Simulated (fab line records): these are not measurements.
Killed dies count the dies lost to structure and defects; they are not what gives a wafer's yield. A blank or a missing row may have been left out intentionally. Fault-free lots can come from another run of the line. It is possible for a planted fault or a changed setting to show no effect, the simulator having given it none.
What tool caused it? :: flow berkeley cmos170 :: 39 wafers from 13 lots sampled at 3 of the route's 331 steps

== WHAT THE GAUGES SHOWED, per wafer ==
UCB170_NSD_CD_MEAS_06 targets a cd of 1200 nm. Usual: 1200.0 nm for cd nm, sd 1.6.
lot: L650
measured: day 7 21:29
on: cd sem-01
cd nm (nm): 1199.7 1200.5 1200.6
flag: 

lot: L653
measured: day 8 14:41
on: cd sem-02
cd nm (nm): 1201.7 1201.1 1201.6
flag: 

lot: L654
measured: day 9 01:29
on: cd sem-01
cd nm (nm): 1198.2 1196.3 1197.8
flag: 

lot: L657
measured: day 9 01:33
on: cd sem-02
cd nm (nm): 1202.2 1202.0 1202.5
flag: 

lot: L656
measured: day 9 02:03
on: cd sem-01
cd nm (nm): 1199.7 1200.3 1198.4
flag: 

lot: L659
measured: day 9 12:35
on: cd sem-02
cd nm (nm): 1199.5 1197.9 1198.8
flag: 

lot: L658
measured: day 9 12:55
on: cd sem-02
cd nm (nm): 1199.5 1198.1 1198.1
flag: 

lot: L661
measured: day 9 22:08
on: cd sem-01
cd nm (nm): 1198.6 1198.4 1198.2
flag: 

lot: L660
measured: day 9 22:47
on: cd sem-01
cd nm (nm): 1200.3 1202.1 1199.5
flag: 

lot: L663
measured: day 10 13:52
on: cd sem-01
cd nm (nm): 1200.0 1199.4 1199.1
flag: 

lot: L665
measured: day 10 14:09
on: cd sem-02
cd nm (nm): - - -
flag: OFF

lot: L664
measured: day 10 18:32
on: cd sem-02
cd nm (nm): 1201.1 1201.3 1203.0
flag: 

lot: L666
measured: day 10 18:52
on: cd sem-02
cd nm (nm): 1203.4 1203.2 1201.9
flag: 

UCB170_NSD_TW_MEAS_10. Usual: for NSD_TW the level is 4163 and the standard deviation is 46.
lot: L650
measured: day 7 21:54
on: film metro-01
NSD_TW: 4197 4214 4215
flag: 

lot: L653
measured: day 8 15:05
on: film metro-02
NSD_TW: 4124 4143 4116
flag: 

lot: L654
measured: day 9 01:53
on: film metro-01
NSD_TW: 4210 4214 4222
flag: 

lot: L657
measured: day 9 01:57
on: film metro-02
NSD_TW: 4127 4095 4140
flag: 

lot: L656
measured: day 9 02:26
on: film metro-03
NSD_TW: 4116 4103 4124
flag: 

lot: L659
measured: day 9 13:00
on: film metro-01
NSD_TW: 4215 4230 4224
flag: 

lot: L658
measured: day 9 13:17
on: film metro-01
NSD_TW: 4213 4241 4229
flag: 

lot: L661
measured: day 9 22:32
on: film metro-03
NSD_TW: 4110 4125 4109
flag: 

lot: L660
measured: day 9 23:09
on: film metro-02
NSD_TW: 4127 4144 4111
flag: 

lot: L663
measured: day 10 14:14
on: film metro-02
NSD_TW: 4171 4160 4184
flag: 

lot: L665
measured: day 10 14:32
on: film metro-03
NSD_TW: 30 30 29 29 29 30
flag: OFF

lot: L664
measured: day 10 18:56
on: film metro-03
NSD_TW: 4123 4104 4115
flag: 

lot: L666
measured: day 10 19:14
on: film metro-03
NSD_TW: 4081 4125 4137
flag: 

== TOOL THAT RAN EACH LOT (tool first, then ch and the chambers of the sampled wafers, then the start) ==
lot: L650
UCB170_NSD_EXPOSE_03: krf scanner-01 ch 0, day 7 21:06

lot: L653
UCB170_NSD_EXPOSE_03: krf scanner-02 ch 0, day 8 13:45

lot: L654
UCB170_NSD_EXPOSE_03: krf scanner-02 ch 0, day 9 00:47

lot: L657
UCB170_NSD_EXPOSE_03: krf scanner-02 ch 0, day 9 00:53

lot: L656
UCB170_NSD_EXPOSE_03: krf scanner-02 ch 0, day 9 01:31

lot: L659
UCB170_NSD_EXPOSE_03: krf scanner-01 ch 0, day 9 11:12

lot: L658
UCB170_NSD_EXPOSE_03: krf scanner-02 ch 0, day 9 11:35

lot: L661
UCB170_NSD_EXPOSE_03: krf scanner-02 ch 0, day 9 21:28

lot: L660
UCB170_NSD_EXPOSE_03: krf scanner-01 ch 0, day 9 21:45

lot: L663
UCB170_NSD_EXPOSE_03: krf scanner-02 ch 0, day 10 13:26

lot: L665
UCB170_NSD_EXPOSE_03: krf scanner-01 ch 0, day 10 13:39

lot: L664
UCB170_NSD_EXPOSE_03: krf scanner-01 ch 0, day 10 17:59

lot: L666
UCB170_NSD_EXPOSE_03: krf scanner-02 ch 0, day 10 18:26
- UCB170_NSD_EXPOSE_03: exposes mask NSELECT MOD, target cd 1200 nm.

== WHAT THE TOOLS THEMSELVES READ (means of the sampled wafers that have a number; where no wafer has one, the mark that the record gives instead) ==
UCB170_NSD_EXPOSE_03. Usual: 23.02 C for reticle temp C, sd 0.1.
lot: L650
tool: krf scanner-01
reticle temp C (C): 23.10
flag: 

lot: L653
tool: krf scanner-02
reticle temp C (C): 23.08
flag: 

lot: L654
tool: krf scanner-02
reticle temp C (C): 22.97
flag: 

lot: L657
tool: krf scanner-02
reticle temp C (C): 23.06
flag: 

lot: L656
tool: krf scanner-02
reticle temp C (C): 23.04
flag: 

lot: L659
tool: krf scanner-01
reticle temp C (C): 22.96
flag: 

lot: L658
tool: krf scanner-02
reticle temp C (C): 23.07
flag: 

lot: L661
tool: krf scanner-02
reticle temp C (C): 22.95
flag: 

lot: L660
tool: krf scanner-01
reticle temp C (C): 22.92
flag: 

lot: L663
tool: krf scanner-02
reticle temp C (C): 23.04
flag: 

lot: L665
tool: krf scanner-01
reticle temp C (C): 23.02
flag: 

lot: L664
tool: krf scanner-01
reticle temp C (C): 22.99
flag: 

lot: L666
tool: krf scanner-02
reticle temp C (C): 23.11
flag: 

== THE ANSWER, worked out from the rows above alone ==
Rule: take the mean of a lot's wafers that have a number; if it is more than 3 standard deviations from the usual mean, the lot is off. Also off: a lot with no number at a reading for which 4 or more lots have one. All remaining lots with rows at the step are treated as sound. After the gauges, taken in route order, come the tools' own readings; for these a lot's mean is taken, as printed above. At the first step where some lot is off, the reading lying furthest off is the one used; lots without a number count as furthest.
Off at UCB170_NSD_CD_MEAS_06 (cd nm): L665. Without a number there: L665.
If a tool, at a process step before that reading, ran all the lots that are off and no sound lot after the first of them, it fits. Not tried: the gauges at UCB170_NSD_CD_MEAS_06; whatever is off there is also off at UCB170_NSD_TW_MEAS_10, on other tools, and gauge error can't account for it. No candidate that was tried fits.

== WHAT THE SIMULATOR HAD PUT IN ==
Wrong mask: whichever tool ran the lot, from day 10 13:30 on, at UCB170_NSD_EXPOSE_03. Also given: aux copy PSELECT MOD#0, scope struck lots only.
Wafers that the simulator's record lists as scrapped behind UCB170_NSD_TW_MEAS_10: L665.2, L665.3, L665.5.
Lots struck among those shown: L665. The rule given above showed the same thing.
